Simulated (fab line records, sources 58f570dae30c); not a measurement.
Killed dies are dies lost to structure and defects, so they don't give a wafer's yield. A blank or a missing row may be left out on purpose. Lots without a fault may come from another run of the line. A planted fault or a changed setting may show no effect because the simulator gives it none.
fab line records | flow berkeley_cmos170 | part 1 of 2: steps 1 to 31 of 41
record lots=5 wafers=15 last_day=13
route steps=331 shown M2@271 V2@292 M3@309
lots that met no fault: from a run of the same line without faults
start_h: hours from the record's first day to the start of the lot's first wafer shown | wait_h: hours since the lot's step before | " the same as in the row above | L1.1+2: a row that stands for several wafers | - no value, or no start given | * or withheld: withheld | < > ~ a bound
route shown NAME@n: a module of which the file shows steps, and the number in the route of the first | usual: mean/standard deviation of fault-free wafers | same: alike in all rows | chamber/n: place in a boat | sites: the reading at each site | _std_site: their standard deviation | _edge_site: outer sites' mean less inner sites' | radius_mm: how far each site lies from the wafer's centre | mask NAME#n: copy n | behind: the tool/chamber that last shaped the wafer | hold: why the lot was held/for how many hours/how that ended | device: the transistor (n, p or np) that didn't switch | end of line: the same wafers' tests at the end of the route | a step without rows: its recipe alone | killed: dies lost to structure and defects at the first sort, not the wafer's yield | map: a wafer's dies, x killed, . not, _ none there
set.NAME: the setting as run; set.NAME@STEP: as run at that earlier step | model.NAME: the simulator's own value behind a step, which no gauge read
lots at some steps of the route; a table a step, a row a wafer
services: from which hour (start_h, from the record's first day; less than 0 if before it) a tool's chamber was out of use, for how many hours, and why
## steps
# step UCB170_M2_PRE_CLEAN_00
# recipe gas=Ar preclean_etch_time_s=60
# columns lot.wafer tool chamber start_h wait_h
L075.1+2+4 pvd_sputter-04 - 174.21 0.1
L080.2+4+5 pvd_sputter-04 - 195.67 0.1
L091.2+4+5 pvd_sputter-01 - 258.71 0.1
L090.3+4+6 pvd_sputter-02 - 277.32 0.1
L095.1+4+5 pvd_sputter-02 - 307.97 0.1
# step UCB170_M2_SPUTTER_01
# recipe material=Al target_thk_nm=900 time_s=120 power_w=6000 chamber_pressure_pa=0.5
# usual throttle_valve_pct=30.1/0.96
# columns lot.wafer tool chamber start_h wait_h throttle_valve_pct
L075.1 pvd_sputter-04 - 174.28 0.0 28.9
L075.2 " - " " 30.4
L075.4 " - " " 28.6
L080.2 pvd_sputter-04 - 195.74 0.0 29.0
L080.4 " - " " 30.4
L080.5 " - " " 30.5
L091.2 pvd_sputter-01 - 258.77 0.0 30.1
L091.4 " - " " 30.8
L091.5 " - " " 31.0
L090.3 pvd_sputter-02 - 277.39 0.0 29.2
L090.4 " - " " 31.3
L090.6 " - " " 29.5
L095.1 pvd_sputter-02 - 308.03 0.0 31.6
L095.4 " - " " 29.3
L095.5 " - " " 29.4
# step UCB170_M2_RS_MEAS_02
# recipe thk_meas_gauge=four-point-probe reads=Al_of_M2_SPUTTER_01
# usual M2_AL_RS=0.0321/0.00032
# columns lot.wafer tool chamber start_h wait_h M2_AL_RS[ohm/sq]
L075.1 film_metro-02 - 174.36 0.0 0.0325
L075.2 " - " " 0.0325
L075.4 " - " " 0.0322
L080.2 film_metro-02 - 195.84 0.1 0.0316
L080.4 " - " " 0.0316
L080.5 " - " " 0.0318
L091.2 film_metro-02 - 258.88 0.1 0.0326
L091.4 " - " " 0.0327
L091.5 " - " " 0.0324
L090.3 film_metro-03 - 277.51 0.1 0.0317
L090.4 " - " " 0.0322
L090.6 " - " " 0.0317
L095.1 film_metro-04 - 308.12 0.0 0.0319
L095.4 " - " " 0.0316
L095.5 " - " " 0.0318
# step UCB170_M2_THK_MEAS_03
# recipe thk_meas_gauge=xrf reads=Al_of_M2_SPUTTER_01
# usual M2_AL_THK=876/9.3
# columns lot.wafer tool chamber start_h wait_h M2_AL_THK[nm]
L075.1 film_metro-02 - 174.48 0.1 863
L075.2 " - " " 859
L075.4 " - " " 870
L080.2 film_metro-02 - 195.95 0.1 893
L080.4 " - " " 884
L080.5 " - " " 884
L091.2 film_metro-02 - 258.99 0.1 857
L091.4 " - " " 857
L091.5 " - " " 866
L090.3 film_metro-03 - 277.61 0.1 886
L090.4 " - " " 873
L090.6 " - " " 888
L095.1 film_metro-04 - 308.24 0.1 884
L095.4 " - " " 886
L095.5 " - " " 884
# step UCB170_M2_HMDS_04
# recipe prime_time_s=60 prime_temp_c=100
# columns lot.wafer tool chamber start_h wait_h
L075.1+2+4 litho_track-01 0 174.54 0.1
L080.2+4+5 litho_track-04 0 196.42 0.5
L091.2+4+5 litho_track-04 0 259.22 0.2
L090.3+4+6 litho_track-03 0 277.70 0.1
L095.1+4+5 litho_track-04 0 308.30 0.1
# step UCB170_M2_COAT_05
# recipe resist=KrF spin_rpm=1500 resist_thk_nm=900
# columns lot.wafer tool chamber start_h wait_h
L075.1+2+4 litho_track-01 0 174.69 0.1
L080.2+4+5 litho_track-04 0 196.57 0.1
L091.2+4+5 litho_track-04 0 259.37 0.1
L090.3+4+6 litho_track-03 0 277.85 0.1
L095.1+4+5 litho_track-04 0 308.45 0.1
# step UCB170_M2_SOFTBAKE_06
# recipe resist=KrF temp_c=130 time_s=60
# columns lot.wafer tool chamber start_h wait_h
L075.1+2+4 litho_track-01 0 174.84 0.1
L080.2+4+5 litho_track-04 0 196.72 0.1
L091.2+4+5 litho_track-04 0 259.52 0.1
L090.3+4+6 litho_track-03 0 278.00 0.1
L095.1+4+5 litho_track-04 0 308.60 0.1
# step UCB170_M2_STRIP_07
# recipe chemistry=O2 power_w=400 pressure_mtorr=3500 platen_temp_c=withheld o2_flow_sccm=400 overash_fraction=0.5
# usual drypump_motor_current_A=6.07/0.18 oes_product_au=0.734/0.0045 strip_time_to_endpoint_s=21.96/0.063
# columns lot.wafer tool chamber start_h wait_h drypump_motor_current_A oes_product_au rf_hours_counter_h strip_time_to_endpoint_s
L075.1 plasma_asher-01 0 174.99 0.1 5.95 0.738 6 21.94
L075.2 " 1 " " 6.23 0.732 6 21.91
L075.4 " 0 " " 5.96 0.731 - 21.89
L080.2 plasma_asher-02 1 196.84 0.1 5.87 0.743 46 21.94
L080.4 " 1 " " 5.88 0.741 - 21.95
L080.5 " 1 " " 5.88 0.731 - 21.97
L091.2 plasma_asher-02 1 259.64 0.1 5.89 0.735 52 21.99
L091.4 " 1 " " 5.89 0.730 - 21.95
L091.5 " 1 " " 5.88 0.730 - 21.99
L090.3 plasma_asher-03 0 278.14 0.1 5.96 0.742 - 21.90
L090.4 " 1 " " 5.98 0.733 - 21.95
L090.6 " 0 " " 5.93 0.740 - 21.94
L095.1 plasma_asher-02 1 308.75 0.1 5.90 0.727 57 21.94
L095.4 " 0 " " 6.40 0.730 - 21.97
L095.5 " 1 " " 5.89 0.736 - 21.98
# step UCB170_M2_STRIP_08
# recipe chemistry=DMSO temp_c=80 time_s=600 material=KrF
# columns lot.wafer tool chamber start_h wait_h
L075.1+2+4 wet_bench-02 2 175.09 0.1
L080.2+4+5 wet_bench-02 2 196.94 0.1
L091.2+4+5 wet_bench-02 0 259.74 0.1
L090.3+4+6 wet_bench-02 3 278.20 0.0
L095.1+4+5 wet_bench-02 1 308.85 0.1
# step UCB170_M2_COAT_09
# recipe resist=BARC temp_c=withheld time_s=withheld spin_rpm=3000 resist_thk_nm=withheld
# columns lot.wafer tool chamber start_h wait_h
L075.1+2+4 litho_track-01 0 175.26 0.0
L080.2+4+5 litho_track-04 0 197.14 0.0
L091.2+4+5 litho_track-04 0 260.57 0.6
L090.3+4+6 litho_track-03 0 278.43 0.1
L095.1+4+5 litho_track-01 0 309.08 0.0
# step UCB170_M2_COAT_10
# recipe resist=KrF spin_rpm=1500 resist_thk_nm=900
# columns lot.wafer tool chamber start_h wait_h
L075.1+2+4 litho_track-01 0 - -
L080.2+4+5 litho_track-04 0 - -
L091.2+4+5 litho_track-04 0 - -
L090.3+4+6 litho_track-03 0 - -
L095.1+4+5 litho_track-01 0 - -
# step UCB170_M2_SOFTBAKE_11
# recipe resist=KrF temp_c=130 time_s=60
# columns lot.wafer tool chamber start_h wait_h
L075.1+2+4 litho_track-01 0 - -
L080.2+4+5 litho_track-04 0 - -
L091.2+4+5 litho_track-04 0 - -
L090.3+4+6 litho_track-03 0 - -
L095.1+4+5 litho_track-01 0 - -
# step UCB170_M2_EXPOSE_12
# recipe mask_id=METAL2 target_cd_nm=700 na=0.5 sigma_outer=0.6 source_shape=conventional dose_mj=26
# usual exposure_dose_mJ_cm2=25.92/0.052
# same na=0.5
# columns lot.wafer tool chamber start_h wait_h mask exposure_dose_mJ_cm2
L075.1 krf_scanner-02 0 175.84 - METAL2#0 26.00
L075.2 " 0 " " METAL2#0 25.98
L075.4 " 0 " " METAL2#0 25.98
L080.2 krf_scanner-02 0 197.71 - METAL2#0 25.99
L080.4 " 0 " " METAL2#0 26.04
L080.5 " 0 " " METAL2#0 25.95
L091.2 krf_scanner-02 0 261.01 - METAL2#0 25.98
L091.4 " 0 " " METAL2#0 25.97
L091.5 " 0 " " METAL2#0 25.95
L090.3 krf_scanner-02 0 278.87 - METAL2#0 25.96
L090.4 " 0 " " METAL2#0 25.98
L090.6 " 0 " " METAL2#0 25.99
L095.1 krf_scanner-01 0 309.53 - METAL2#0 25.87
L095.4 " 0 " " METAL2#0 25.89
L095.5 " 0 " " METAL2#0 25.88
# step UCB170_M2_PEB_13
# recipe peb_temp_c=130 peb_time_s=withheld resist=KrF
# columns lot.wafer tool chamber start_h wait_h
L075.1+2+4 litho_track-03 0 175.96 0.1
L080.2+4+5 litho_track-03 0 197.84 0.1
L091.2+4+5 litho_track-03 0 261.45 0.4
L090.3+4+6 litho_track-03 0 279.00 0.1
L095.1+4+5 litho_track-04 0 310.17 0.6
# step UCB170_M2_DEVELOP_14
# recipe developer=TMAH develop_time_s=45 resist=KrF dev_temp_c=21
# columns lot.wafer tool chamber start_h wait_h
L075.1+2+4 litho_track-03 0 - -
L080.2+4+5 litho_track-03 0 - -
L091.2+4+5 litho_track-03 0 - -
L090.3+4+6 litho_track-03 0 - -
L095.1+4+5 litho_track-04 0 - -
# step UCB170_M2_CD_MEAS_15
# recipe target_cd_nm=700
# usual cd_nm=700.2/1.4
# columns lot.wafer tool chamber start_h wait_h cd_nm
L075.1 cd_sem-01 - 176.23 - 699.4
L075.2 " - " " 698.7
L075.4 " - " " 700.8
L080.2 cd_sem-01 - 198.11 - 700.7
L080.4 " - " " 701.2
L080.5 " - " " 702.2
L091.2 cd_sem-02 - 261.72 - 699.5
L091.4 " - " " 699.9
L091.5 " - " " 699.7
L090.3 cd_sem-01 - 279.26 - 700.5
L090.4 " - " " 699.9
L090.6 " - " " 699.9
L095.1 cd_sem-01 - 310.45 - 703.8
L095.4 " - " " 704.8
L095.5 " - " " 704.9
# step UCB170_M2_OVL_MEAS_16
# usual M2_OVL=1/5.2
# columns lot.wafer tool chamber start_h wait_h M2_OVL[nm]
L075.1 overlay-01 - 176.35 0.1 17
L075.2 " - " " -3
L075.4 " - " " -3
L080.2 overlay-01 - 198.21 0.1 -3
L080.4 " - " " 1
L080.5 " - " " 7
L091.2 overlay-01 - 261.83 0.1 -2
L091.4 " - " " -7
L091.5 " - " " 7
L090.3 overlay-01 - 279.35 0.1 7
L090.4 " - " " 5
L090.6 " - " " 7
L095.1 overlay-02 - 310.57 0.1 10
L095.4 " - " " -4
L095.5 " - " " 12
# step UCB170_M2_ETCH_17
# recipe chemistry=N2/H2 target_depth_a=withheld overetch_a=withheld target=BARC time_s=withheld source_w=500 bias_w=100 pressure_mtorr=30 n2_flow_sccm=100 h2_flow_sccm=200
# usual drypump_motor_current_A=5.5/0.31 oes_product_au=0.994/0.016 throttle_valve_pct=13.31/0.13
# columns lot.wafer tool chamber start_h wait_h drypump_motor_current_A oes_product_au throttle_valve_pct
L075.1 rie_diel-02 1 176.39 0.0 5.6 1.016 13.42
L075.2 " 2 " " 5.4 0.985 13.27
L075.4 " 3 " " 6.0 0.988 13.18
L080.2 rie_diel-01 3 198.24 0.0 5.5 0.982 13.33
L080.4 " 3 " " 5.5 0.987 13.34
L080.5 " 1 " " 5.7 0.988 13.31
L091.2 rie_diel-01 3 261.86 0.0 5.5 0.989 13.35
L091.4 " 3 " " 5.5 0.992 13.32
L091.5 " 1 " " 5.7 0.993 13.30
L090.3 rie_diel-02 1 279.38 0.0 5.6 1.034 13.42
L090.4 " 3 " " 6.0 0.991 13.18
L090.6 " 2 " " 5.4 0.985 13.27
L095.1 rie_diel-03 3 310.60 0.0 5.0 0.998 13.16
L095.4 " 0 " " 5.7 0.977 13.45
L095.5 " 1 " " 5.5 1.016 13.14
# step UCB170_M2_METAL_ETCH_18
# recipe chemistry=Cl2/BCl3 target=Al stop_on=SiO2 pressure_mtorr=12 target_depth_a=11700 over_etch_frac=0.3 time_s=195 icp_w=600 bias_w=120 Cl2_flow_sccm=90 bcl3_flow_sccm=45
# usual bcl3_flow_sccm=44.97/0.15 drypump_motor_current_A=5.8/0.32 oes_product_au=0.850/0.014 throttle_valve_pct=24.33/0.14
# columns lot.wafer tool chamber start_h wait_h bcl3_flow_sccm drypump_motor_current_A oes_product_au rf_hours_counter_h throttle_valve_pct
L075.1 rie_metal-02 1 176.43 - 45.25 5.6 0.820 10 24.53
L075.2 " 0 " " 44.95 5.9 0.844 4 24.29
L075.4 " 0 " " 44.90 6.0 0.855 - 24.29
L080.2 rie_metal-02 0 198.28 - 44.77 5.9 0.862 4 24.28
L080.4 " 0 " " 44.77 5.9 0.856 - 24.29
L080.5 " 0 " " 45.00 5.9 0.857 - 24.28
L091.2 rie_metal-04 1 261.90 - 44.80 5.8 0.856 14 24.49
L091.4 " 0 " " 44.77 6.5 0.829 - 24.34
L091.5 " 0 " " 44.67 6.6 0.841 - 24.34
L090.3 rie_metal-01 1 279.48 - 44.89 5.6 0.834 - 24.08
L090.4 " 0 " " 44.99 5.7 0.865 - 24.35
L090.6 " 1 " " 44.74 5.6 0.837 - 24.05
L095.1 rie_metal-01 0 310.65 - 45.18 5.7 0.860 9 24.35
L095.4 " 1 " " 44.92 5.6 0.842 - 24.07
L095.5 " 1 " " 44.92 5.6 0.839 - 24.07
# step UCB170_M2_STRIP_19
# recipe chemistry=O2 power_w=400 pressure_mtorr=3500 platen_temp_c=withheld o2_flow_sccm=400 overash_fraction=0.5
# usual drypump_motor_current_A=6.05/0.16 oes_product_au=0.537/0.01
# columns lot.wafer tool chamber start_h wait_h drypump_motor_current_A oes_product_au rf_hours_counter_h
L075.1 plasma_asher-03 1 176.62 0.1 5.97 0.550 42
L075.2 " 0 " " 5.98 0.549 42
L075.4 " 0 " " 5.98 0.552 -
L080.2 plasma_asher-02 1 198.47 0.1 5.88 0.557 47
L080.4 " 0 " " 6.40 0.553 -
L080.5 " 1 " " 5.88 0.548 -
L091.2 plasma_asher-01 0 262.09 0.1 5.95 0.525 15
L091.4 " 0 " " 5.88 0.535 -
L091.5 " 0 " " 5.91 0.552 -
L090.3 plasma_asher-02 0 279.64 0.1 6.42 0.540 -
L090.4 " 1 " " 5.87 0.548 -
L090.6 " 1 " " 5.90 0.544 -
L095.1 plasma_asher-02 1 310.83 0.1 5.87 0.541 57
L095.4 " 0 " " 6.41 0.531 -
L095.5 " 1 " " 5.88 0.547 -
# step UCB170_M2_CD_MEAS_90
# recipe target_cd_nm=700
# usual cd_nm=699.8/2.4
# columns lot.wafer tool chamber start_h wait_h cd_nm
L075.1 cd_sem-01 - 176.72 0.1 695.6
L075.2 " - " " 696.0
L075.4 " - " " 698.6
L080.2 cd_sem-02 - 198.59 0.1 701.8
L080.4 " - " " 701.2
L080.5 " - " " 703.3
L091.2 cd_sem-01 - 262.21 0.1 702.1
L091.4 " - " " 702.1
L091.5 " - " " 701.9
L090.3 cd_sem-01 - 279.75 0.1 697.0
L090.4 " - " " 698.9
L090.6 " - " " 698.9
L095.1 cd_sem-01 - 310.93 0.1 700.7
L095.4 " - " " 705.7
L095.5 " - " " 704.8
# step UCB170_V2_CVD_00
# recipe material=SiO2 target_thk_nm=2000 temp_c=390 precursor=TEOS/O2 time_s=250 rf_w=550 pressure_mtorr=9000
# usual heater_power_w=245/54
# columns lot.wafer tool chamber start_h wait_h heater_power_w
L075.1 pecvd-02 0 176.84 0.1 283
L075.2 " 2 " " 264
L075.4 " 2 " " 324
L080.2 pecvd-01 2 198.69 0.1 279
L080.4 " 1 " " 277
L080.5 " 0 " " 256
L091.2 pecvd-01 2 262.31 0.1 273
L091.4 " 2 " " 210
L091.5 " 1 " " 206
L090.3 pecvd-01 2 279.83 0.1 272
L090.4 " 0 " " 366
L090.6 " 1 " " 206
L095.1 pecvd-03 2 311.05 0.1 235
L095.4 " 1 " " 163
L095.5 " 1 " " 229
# step UCB170_V2_THK_MEAS_01
# recipe reads=SiO2_of_V2_CVD_00
# usual V2_TEOS_THK=1987/24
# columns lot.wafer tool chamber start_h wait_h V2_TEOS_THK[nm]
L075.1 film_metro-01 - 176.99 0.1 1960
L075.2 " - " " 1944
L075.4 " - " " 2005
L080.2 film_metro-01 - 198.86 0.1 1979
L080.4 " - " " 2023
L080.5 " - " " 2026
L091.2 film_metro-01 - 262.47 0.1 1988
L091.4 " - " " 1999
L091.5 " - " " 2008
L090.3 film_metro-04 - 280.00 0.1 1993
L090.4 " - " " 2025
L090.6 " - " " 2014
L095.1 film_metro-04 - 311.31 0.2 1964
L095.4 " - " " 2005
L095.5 " - " " 1989
# step UCB170_V2_CMP_02
# recipe material=SiO2 down_force_psi=6 platen_rpm=60 pad_velocity_m_s=0.75398
# usual motor_current_A=16.1/1.3
# columns lot.wafer tool chamber start_h wait_h motor_current_A
L075.1 cmp-02 0 177.05 0.1 16.3
L075.2 " 1 " " 15.4
L075.4 " 3 " " 17.7
L080.2 cmp-02 0 198.91 0.0 16.0
L080.4 " 1 " " 14.9
L080.5 " 0 " " 17.4
L091.2 cmp-02 3 262.57 0.1 17.7
L091.4 " 0 " " 16.1
L091.5 " 2 " " 15.1
L090.4 cmp-01 2 280.09 0.1 16.6
L090.3 " 3 " " 17.3
L090.6 " 2 " " 18.1
L095.4 cmp-01 3 311.37 0.0 18.2
L095.1 " 0 " " 15.5
L095.5 " 3 " " 17.4
# step UCB170_V2_BOW_MEAS_03
# recipe mode=bow
# usual V2_BOW=37/7.4
# columns lot.wafer tool chamber start_h wait_h V2_BOW[um]
L075.1 film_metro-01 - 177.35 0.2 41
L075.2 " - " " 33
L075.4 " - " " 33
L080.2 film_metro-02 - 199.23 0.3 31
L080.4 " - " " 52
L080.5 " - " " 29
L091.2 film_metro-04 - 262.84 0.2 42
L091.4 " - " " 35
L091.5 " - " " 37
L090.3 film_metro-02 - 280.38 0.2 41
L090.4 " - " " 35
L090.6 " - " " 39
L095.1 film_metro-04 - 311.67 0.2 36
L095.4 " - " " 34
L095.5 " - " " 27
# step UCB170_V2_THK_MEAS_04
# recipe reads=SiO2_of_V2_CVD_00
# usual V2_POLISHED_THK=1000.5/1.1
# columns lot.wafer tool chamber start_h wait_h V2_POLISHED_THK[nm]
L075.1 film_metro-01 - 177.47 0.1 1001.4
L075.2 " - " " 1001.7
L075.4 " - " " 1002.6
L080.2 film_metro-02 - 199.34 0.1 1000.9
L080.4 " - " " 1002.0
L080.5 " - " " 1000.6
L091.2 film_metro-04 - 262.95 0.1 1000.9
L091.4 " - " " 999.9
L091.5 " - " " 1000.3
L090.3 film_metro-02 - 280.48 0.1 1000.1
L090.4 " - " " 1001.6
L090.6 " - " " 1002.5
L095.1 film_metro-04 - 311.79 0.1 1001.7
L095.4 " - " " 1000.3
L095.5 " - " " 1000.6
# step UCB170_V2_CLEAN_05
# recipe chemistry=DIW
# columns lot.wafer tool chamber start_h wait_h
L075.1+2+4 wet_bench-01 0 177.53 0.1
L080.2+4+5 wet_bench-01 0 201.41 2.1
L091.2+4+5 wet_bench-03 1 265.62 2.7
L090.3+4+6 wet_bench-01 3 280.52 0.0
L095.1+4+5 wet_bench-01 0 311.85 0.1
# step UCB170_V2_HMDS_06
# recipe prime_time_s=60 prime_temp_c=100
# columns lot.wafer tool chamber start_h wait_h
L075.1+2+4 litho_track-02 0 177.72 0.0
L080.2+4+5 litho_track-02 0 202.02 0.4
L091.2+4+5 litho_track-03 0 265.82 0.0
L090.3+4+6 litho_track-02 0 280.95 0.1
L095.1+4+5 litho_track-04 0 312.55 0.5
# step UCB170_V2_COAT_07
# recipe resist=KrF spin_rpm=1500 resist_thk_nm=900
# columns lot.wafer tool chamber start_h wait_h
L075.1+2+4 litho_track-02 0 177.87 0.1
L080.2+4+5 litho_track-02 0 202.17 0.1
L091.2+4+5 litho_track-03 0 265.97 0.1
L090.3+4+6 litho_track-02 0 281.10 0.1
L095.1+4+5 litho_track-04 0 312.70 0.1
# step UCB170_V2_SOFTBAKE_08
# recipe resist=KrF temp_c=130 time_s=60
# columns lot.wafer tool chamber start_h wait_h
L075.1+2+4 litho_track-02 0 178.02 0.1
L080.2+4+5 litho_track-02 0 202.32 0.1
L091.2+4+5 litho_track-03 0 266.12 0.1
L090.3+4+6 litho_track-02 0 281.25 0.1
L095.1+4+5 litho_track-04 0 312.85 0.1
# step UCB170_V2_EXPOSE_09
# recipe mask_id=VIA2 target_cd_nm=700 na=0.5 sigma_outer=0.6 source_shape=conventional dose_mj=37
# usual exposure_dose_mJ_cm2=36.92/0.057
# same na=0.5
# columns lot.wafer tool chamber start_h wait_h mask exposure_dose_mJ_cm2
L075.1 krf_scanner-02 0 178.32 0.3 VIA2#0 37.00
L075.2 " 0 " " VIA2#0 36.92
L075.4 " 0 " " VIA2#0 37.01
L080.2 krf_scanner-01 0 202.59 0.2 VIA2#0 36.80
L080.4 " 0 " " VIA2#0 36.87
L080.5 " 0 " " VIA2#0 36.88
L091.2 krf_scanner-01 0 266.50 0.4 VIA2#0 36.84
L091.4 " 0 " " VIA2#0 36.85
L091.5 " 0 " " VIA2#0 36.82
L090.3 krf_scanner-02 0 - - VIA2#0 36.93
L090.4 " 0 " " VIA2#0 36.92
L090.6 " 0 " " VIA2#0 36.96
L095.1 krf_scanner-02 0 313.00 0.1 VIA2#0 36.87
L095.4 " 0 " " VIA2#0 36.92
L095.5 " 0 " " VIA2#0 36.91
